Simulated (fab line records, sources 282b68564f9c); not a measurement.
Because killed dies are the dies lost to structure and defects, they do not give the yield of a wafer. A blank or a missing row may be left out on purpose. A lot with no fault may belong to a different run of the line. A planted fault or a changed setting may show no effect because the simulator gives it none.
A struck lot beside a sound one | flow rit cmos | 17 steps out of a route of 202
Sound: the wafers L922.3, L922.5, L922.6. Wafers L914.2, L914.3, L914.6 were the ones struck. The cause is named last.
At each step with rows: each side's tool, then ch and its chambers, then its first start. Under that, the readings that differ: sound wafers | struck wafers | difference of the means | sigmas: that difference in standard deviations of wafers without a fault.
alike: same words and numbers on both sides, and readings whose means sit less than 2 such deviations apart. not compared: any withheld reading, any reading some wafer has no value for, any bound like >300 that may hide the same value, and any number with overlapping values for which the record gives no deviation.
The two part at a step that has a row with sigmas, a row that says differs or no value, or rows on one side only. Numbers that don't overlap but have no deviation are shown without sigmas and don't part them. Lack of a reading on every wafer of one side parts them only where that side has two or more wafers.

RIT_NWELL_TW_MEAS_10:
  sound on film metro-04, day 5 20:05; struck on film metro-04, day 4 07:32
  alike: NWELL_TW
then, 6 steps without rows for these wafers: RIT_PWELL_HMDS_00 (prime time 60 s); RIT_PWELL_COAT_01 (resist thk 1300 nm); RIT_PWELL_SOFTBAKE_02 (time 60 s); RIT_PWELL_EXPOSE_03 (exposes mask M3, target cd 43700 nm); RIT_PWELL_PEB_04; RIT_PWELL_DEVELOP_05 (develop time 68 s).
RIT_PWELL_OVL_MEAS_06:
  sound on overlay-01, day 5 21:08; struck on overlay-01, day 4 08:29
  alike: PWELL_OVL
then, 2 steps without rows for these wafers: RIT_PWELL_HARDBAKE_07 (time 120 s); RIT_PWELL_IMPLANT_08.
RIT_PWELL_STRIP_09: strips in O2, time 180 s.
  sound on plasma asher-02 ch 0,1, day 5 21:37; struck on plasma asher-01 ch 0,1, day 4 08:55
  alike: drypump motor current A
  not compared: rf hours counter h
RIT_PWELL_TW_MEAS_10:
  sound on film metro-01, day 5 21:46; struck on film metro-03, day 4 09:05
  alike: PWELL_TW
RIT_WELLDRIVE_ANNEAL_00: time 14700 s.
  sound on furnace-03 ch 0, day 5 21:48; struck on furnace-04 ch 0, day 4 09:40
  reading                | sound                | struck               | difference | sigmas
  spike tc centre C (C)  | 1101.7 1101.1 1101.6 | 1095.1 1093.7 1094.1 | -7.2       | -6
  spike tc load C (C)    | 1129.4 1131.2 1129.3 | 1121.6 1121.9 1121.0 | -8.5       | -6
  spike tc source C (C)  | 1125.5 1127.6 1127.5 | 1119.0 1119.9 1119.8 | -7.3       | -3
  tube center temp C (C) | 1100.1 1100.1 1100   | 1091.9 1091.9 1091.7 | -8.2       | -75
  tube_center_temp_C_max | 1103.3 1103.1 1102.4 | 1094.3 1094.8 1094.4 | -8.4       | -19
RIT_WELLDRIVE_RS_MEAS_01: measurement is done with a four-point probe.
  sound on film metro-01, day 6 02:55; struck on film metro-04, day 4 14:47
  reading           | sound             | struck            | difference | sigmas
  NWELL_RS (ohm/sq) | 275.1 275.3 274.7 | 283.8 284.4 283.8 | +9.0       | +12
RIT_WELLDRIVE_RS_MEAS_02: measurement is done with a four-point probe.
  sound on film metro-01, day 6 03:02; struck on film metro-04, day 4 14:54
  reading           | sound             | struck            | difference | sigmas
  PWELL_RS (ohm/sq) | 431.1 430.1 430.0 | 436.6 436.0 435.3 | +5.6       | +4
then, 1 step without rows for these wafers: RIT_NRETRO_HMDS_00 (prime time 60 s).
RIT_M1_PROBE_99:
  sound on prober-01, day 7 08:10; struck on prober-01, day 5 20:58
  reading                                | sound                | struck               | difference | sigmas
  model.etest.nwell pinched.rs ohm sq    | 340.5 340.5 331.8    | 357.9 354.4 354.9    | +18.1      |
  model.etest.pwell pinched.rs ohm sq    | 466.1 469.5 454.9    | 479.8 476.3 476.8    | +14.1      |
  model.etest.pwell.rs ohm sq            | 419.8 419.3 421.1    | 430.6 430.2 427.8    | +9.5       |
  model.etest.field n.vt v (V)           | 34.33 33.56 34.18    | 35.85 36.35 36.03    | +2.05      |
  model.etest.field p.vt v (V)           | -12.09 -12.07 -12.11 | -12.24 -12.12 -12.18 | -0.09      |
  model.etest.diode pplus nwell.bv v (V) | 6.612 6.628 6.492    | 6.474 6.484 6.421    | -0.118     |
  model.etest.diode pplus comb.cj ff um2 | 2.014 2.009 2.031    | 2.079 2.074 2.076    | +0.058     |
  alike: killed at contacts, killed at front end, killed dies, killed open, killed short
  not compared: model.etest.field p metal.vt v

== WHERE THEY PART ==
At RIT_WELLDRIVE_ANNEAL_00 first; at RIT_WELLDRIVE_RS_MEAS_02 last (within this record only). Later steps at which nothing parts them and some readings are alike: RIT_M1_PROBE_99.

WHY: what had been put in by the simulator
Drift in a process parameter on furnace-04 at RIT_WELLDRIVE_ANNEAL_00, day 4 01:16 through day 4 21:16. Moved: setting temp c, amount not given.
